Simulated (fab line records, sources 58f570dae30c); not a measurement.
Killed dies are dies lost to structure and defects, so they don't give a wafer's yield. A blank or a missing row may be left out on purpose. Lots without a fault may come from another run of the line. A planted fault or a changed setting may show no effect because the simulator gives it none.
Which tool did it? | flow berkeley_cmos170 | 14 lots, 42 wafers sampled, at 5 steps of a route of 331

WHAT THE GAUGES READ, wafer by wafer
UCB170_PWELL_THK_MEAS_03.
lot  | measured    | on            | PWELL_OXIDE_THK (nm)
L426 | day 2 23:31 | film_metro-01 | 27.2 27.4 27.0
L427 | day 3 10:31 | film_metro-03 | 27.1 26.9 27.3
L428 | day 3 10:31 | film_metro-04 | 27.4 27.1 27.2
L430 | day 3 20:26 | film_metro-01 | 27.1 27.0 27.1
L429 | day 3 20:27 | film_metro-04 | 26.5 26.7 27.1
L431 | day 4 04:09 | film_metro-04 | 25.7 26.1 25.4
L432 | day 4 04:09 | film_metro-03 | 26.5 26.0 26.1
L433 | day 4 16:08 | film_metro-04 | 26.1 25.4 26.2
L436 | day 5 00:27 | film_metro-01 | 25.9 26.2 25.8
L437 | day 5 07:08 | film_metro-04 | 26.5 26.0 26.5
L440 | day 5 18:56 | film_metro-01 | 26.0 25.2 25.8
L444 | day 6 17:29 | film_metro-01 | 26.6 27.0 26.4
L445 | day 6 22:54 | film_metro-04 | 26.2 25.7 25.8
L447 | day 7 09:29 | film_metro-01 | 25.8 26.0 25.8

UCB170_PWELL_TW_MEAS_17.
lot  | measured    | on            | PWELL_TW
L426 | day 3 10:28 | film_metro-04 | 373.4 377.4 374.7
L427 | day 3 20:32 | film_metro-03 | 379.5 379.5 378.8
L428 | day 3 20:17 | film_metro-03 | 379.3 379.5 381.3
L430 | day 4 06:43 | film_metro-01 | 380.9 381.9 379.8
L429 | day 4 06:27 | film_metro-03 | 376.9 375.9 375.7
L431 | day 4 15:33 | film_metro-03 | 378.9 378.9 378.6
L432 | day 4 15:13 | film_metro-01 | 380.4 380.2 379.7
L433 | day 5 01:59 | film_metro-04 | 375.9 375.8 375.5
L436 | day 5 11:06 | film_metro-04 | 297.2 297.4 294.9
L437 | day 5 16:39 | film_metro-03 | 298.2 298.3 300.5
L440 | day 6 04:10 | film_metro-01 | 297.7 298.8 299.4
L444 | day 7 01:34 | film_metro-01 | 379.8 379.8 381.1
L445 | day 7 08:05 | film_metro-04 | 375.2 377.6 376.8
L447 | day 7 21:01 | film_metro-03 | 381.3 381.7 381.1

UCB170_ACTIVE_THK_MEAS_03.
lot  | measured    | on            | ACTIVE_OXIDE_THK (nm)
L426 | day 4 11:31 | film_metro-01 | 26.5 26.2 26.2
L427 | day 4 20:38 | film_metro-04 | 26.9 26.2 26.8
L428 | day 4 20:39 | film_metro-01 | 26.5 26.3 26.0
L430 | day 5 08:32 | film_metro-04 | 26.3 26.8 27.0
L429 | day 5 08:29 | film_metro-04 | 27.0 26.5 26.6
L431 | day 5 16:36 | film_metro-01 | 26.2 26.4 26.6
L432 | day 5 16:36 | film_metro-04 | 26.2 26.5 27.0
L433 | day 5 22:52 | film_metro-01 | 26.8 26.9 26.4
L436 | day 6 09:01 | film_metro-01 | 26.9 26.6 26.8
L437 | day 6 20:10 | film_metro-01 | 27.4 27.5 27.0
L440 | day 7 03:14 | film_metro-02 | 25.7 26.1 26.1
L444 | day 8 01:16 | film_metro-04 | 26.6 26.6 26.6
L445 | day 8 12:38 | film_metro-02 | 25.4 25.6 26.2
L447 | day 9 09:04 | film_metro-01 | 27.0 27.0 26.8

UCB170_PLDD_TW_MEAS_11.
lot  | measured     | on            | PLDD_TW
L426 | day 7 05:03  | film_metro-04 | 1004 1002 1002
L427 | day 7 16:11  | film_metro-02 | 994 1000 996
L428 | day 7 16:19  | film_metro-04 | 1002 1002 1000
L430 | day 8 04:42  | film_metro-02 | 1002 995 998
L429 | day 8 04:58  | film_metro-01 | 1006 1007 1012
L431 | day 8 20:35  | film_metro-04 | 998 1004 1004
L432 | day 8 20:40  | film_metro-02 | 1000 1002 1002
L433 | day 8 20:17  | film_metro-04 | 996 1005 1002
L436 | day 9 16:44  | film_metro-04 | 1007 1009 1014
L437 | day 10 12:10 | film_metro-02 | 993 996 997
L440 | day 10 19:02 | film_metro-04 | 1012 1008 1000
L444 | day 11 16:38 | film_metro-01 | 1030 1028 1023
L445 | day 11 21:54 | film_metro-04 | 1013 1016 1007
L447 | day 12 17:21 | film_metro-02 | 989 1002 993

WHICH TOOL RAN EACH LOT (tool, then ch and the chambers of the sampled wafers, then the start)
lot  | UCB170_PWELL_IMPLANT_15
L426 | implanter-02 ch 0, day 3 10:16
L427 | implanter-01 ch 0, day 3 20:17
L428 | implanter-04 ch 0, day 3 20:02
L430 | implanter-02 ch 0, day 4 06:28
L429 | implanter-04 ch 0, day 4 06:13
L431 | implanter-02 ch 0, day 4 15:19
L432 | implanter-04 ch 0, day 4 14:59
L433 | implanter-02 ch 0, day 5 01:44
L436 | implanter-02 ch 0, day 5 10:51
L437 | implanter-02 ch 0, day 5 16:25
L440 | implanter-02 ch 0, day 6 03:55
L444 | implanter-04 ch 0, day 7 01:20
L445 | implanter-04 ch 0, day 7 07:50
L447 | implanter-04 ch 0, day 7 20:46
- UCB170_PWELL_IMPLANT_15

WHAT THE TOOLS THEMSELVES READ (means of the sampled wafers that have a number; where no wafer has one, the mark that the record gives instead)
UCB170_PWELL_IMPLANT_15.
lot  | tool         | dose_ions_cm2 | faraday_current_uA
L426 | implanter-02 | 4.998e+12     | 15.7
L427 | implanter-01 | 5.006e+12     | 16.1
L428 | implanter-04 | 4.998e+12     | 15.9
L430 | implanter-02 | 4.999e+12     | 15.8
L429 | implanter-04 | 4.998e+12     | 15.8
L431 | implanter-02 | 4.991e+12     | 15.7
L432 | implanter-04 | 5.005e+12     | 16.1
L433 | implanter-02 | 5.003e+12     | 15.7
L436 | implanter-02 | 2.280e+12     | 7.1
L437 | implanter-02 | 2.273e+12     | 7.3
L440 | implanter-02 | 2.265e+12     | 7.4
L444 | implanter-04 | 4.998e+12     | 15.8
L445 | implanter-04 | 4.994e+12     | 16.2
L447 | implanter-04 | 5.000e+12     | 15.7

THE ANSWER, worked out from the rows above alone
Rule: what is usual is taken from the lots themselves. Put in order of their means at a reading, lots are off if they are a third of the lots or fewer, leave a main group of 4 or more, and stand apart from it by a gap of 3 or more times the standard deviation of the main group's means; of several such gaps the widest counts. A main group whose means are all the same, to the digits that the tables above print for the reading, isn't used. A lot without any number at a reading at which 4 lots or more have one is off too. The other lots that the step has rows for count as sound. The gauges are gone through in route order, then the tools' own readings, and for those a lot's mean is taken as printed above. The first step at which some lot is off is used, and at that step the reading that is off furthest; a lot without a number counts as furthest.
Off: L436, L437, L440, at UCB170_PWELL_TW_MEAS_17 (PWELL_TW). The main group: mean 378.6, standard deviation 2.1.
A tool fits if, at a process step before that reading, it ran every lot that is off, and no sound lot after the first of them. The gauges at UCB170_PWELL_TW_MEAS_17 aren't tried: what is off there is off at UCB170_PWELL_IMPLANT_15 too, on other tools, and a gauge's error can't cause that. One fits: implanter-02 at UCB170_PWELL_IMPLANT_15. Its last sound lot is L433 (day 5 01:44), its first lot that is off L436 (day 5 10:51): a fault that began between those two fits.
The tool's own readings at UCB170_PWELL_IMPLANT_15 bear it out: on the lots that are off they differ by more than 5 times the standard deviation of the sound lots' means. dose_ions_cm2 reads 2.273e+12 there against 4.999e+12 on the sound lots; faraday_current_uA reads 7.3 there against 15.9 on the sound lots.

WHAT THE SIMULATOR HAD PUT IN
Process parameter drift: implanter-02, from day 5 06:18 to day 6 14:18, at UCB170_PWELL_IMPLANT_15. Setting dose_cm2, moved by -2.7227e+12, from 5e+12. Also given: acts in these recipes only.
Lots struck among those shown: L436, L437, L440. The rule above found the same.
